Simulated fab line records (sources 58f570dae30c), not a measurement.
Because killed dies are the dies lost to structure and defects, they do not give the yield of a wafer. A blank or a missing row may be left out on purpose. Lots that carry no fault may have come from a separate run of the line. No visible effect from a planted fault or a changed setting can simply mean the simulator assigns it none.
Lot-split experiment -- flow berkeley-cmos170 -- 23 wafers read across 5 lots, on a route 331 steps long

## ON THE SPLIT
At UCB170_PWELL_IMPLANT_15, the setting energy-kev was moved away from the recipe's 60 on 10 of the 23 wafers read, by -5.4% to -3.4%. All remaining wafers had this setting at the recipe value.

Reading taken at the split's own step.

## THE READING
The simulator's own value implant.drp-nm, read by no gauge, in nm at UCB170_PWELL_IMPLANT_15. No usual value for it is given in the file.

wafer,"tool, chamber at the split",energy-kev as run,against the recipe,"implant.drp-nm, nm",against lot-mates on the recipe
L077.2,"implanter-03, 0",57.88,-3.5%,63.47,-1.23
L077.3,"implanter-03, 0",57.88,-3.5%,63.47,-1.23
L077.6,"implanter-03, 0",57.88,-3.5%,63.47,-1.23
L077.4,"implanter-03, 0",60,recipe,64.7,-
L077.5,"implanter-03, 0",60,recipe,64.7,-
L081.1,"implanter-03, 0",60,recipe,64.7,-
L081.2,"implanter-03, 0",60,recipe,64.7,-
L081.3,"implanter-03, 0",57.52,-4.1%,63.26,-1.44
L081.4,"implanter-03, 0",57.52,-4.1%,63.26,-1.44
L081.5,"implanter-03, 0",57.52,-4.1%,63.26,-1.44
L080.1,"implanter-01, 0",60,recipe,64.7,-
L080.3,"implanter-01, 0",60,recipe,64.7,-
L080.5,"implanter-01, 0",60,recipe,64.7,-
L080.4,"implanter-01, 0",57.94,-3.4%,63.5,-1.20
L080.6,"implanter-01, 0",57.94,-3.4%,63.5,-1.20
L082.1,"implanter-01, 0",60,recipe,64.7,-
L082.2,"implanter-01, 0",60,recipe,64.7,-
L082.4,"implanter-01, 0",60,recipe,64.7,-
L083.1,"implanter-02, 0",60,recipe,64.7,-
L083.3,"implanter-02, 0",60,recipe,64.7,-
L083.6,"implanter-02, 0",60,recipe,64.7,-
L083.2,"implanter-02, 0",56.75,-5.4%,62.8,-1.90
L083.5,"implanter-02, 0",56.75,-5.4%,62.8,-1.90

THE FIT
A straight line over all 23 wafers: implant.drp-nm changes by +0.349 nm for each +1% of energy-kev; r = +1.00; the points scatter about the line by 0.0032 nm.
The same after taking each lot's own level away (the mean of its wafers on the recipe; 23 wafers): +0.349 nm for each +1%; r = +1.00; scatter 0.0032 nm.
Per that fit: largest energy-kev move, reading shift of 1.9 nm.
The lots' own levels span 64.700 to 64.700 nm.
Hence the lot-to-lot level has little effect on the slope; both slopes agree.
Check: for one of the wafers moved furthest among these (-5.4%), held out of the fit, the line's prediction against its lot-mates is -1.89 nm. It came out at -1.9 nm against them.

## OTHER SPLITS APPLIED TO THESE WAFERS
Other splits were also applied to these wafers ahead of the reading. Each is held against what the fit with the lots' levels taken away leaves over:
other split on the same wafers,wafers away from the commonest value,r with implant.drp-nm (lot level and that fit taken away)
UCB170_PWELL_CVD_05 time-s,15,+0.54

## THE WHOLE CHAIN: every reading that the file lists as answering this split, in the file's order
step,what it does,reading,change (the file's fit),r (the file's)
UCB170_PWELL_IMPLANT_15,,"implant.rp-nm (the simulator's own value, which no gauge read)",+1.75 nm for each +1% of the setting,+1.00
UCB170_PWELL_IMPLANT_15,,"implant.drp-nm (the simulator's own value, which no gauge read)",+0.349 nm for each +1% of the setting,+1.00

## FILE'S OWN FIT
implant.drp-nm changes by +0.349 nm for each +1% of energy-kev, r = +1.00.
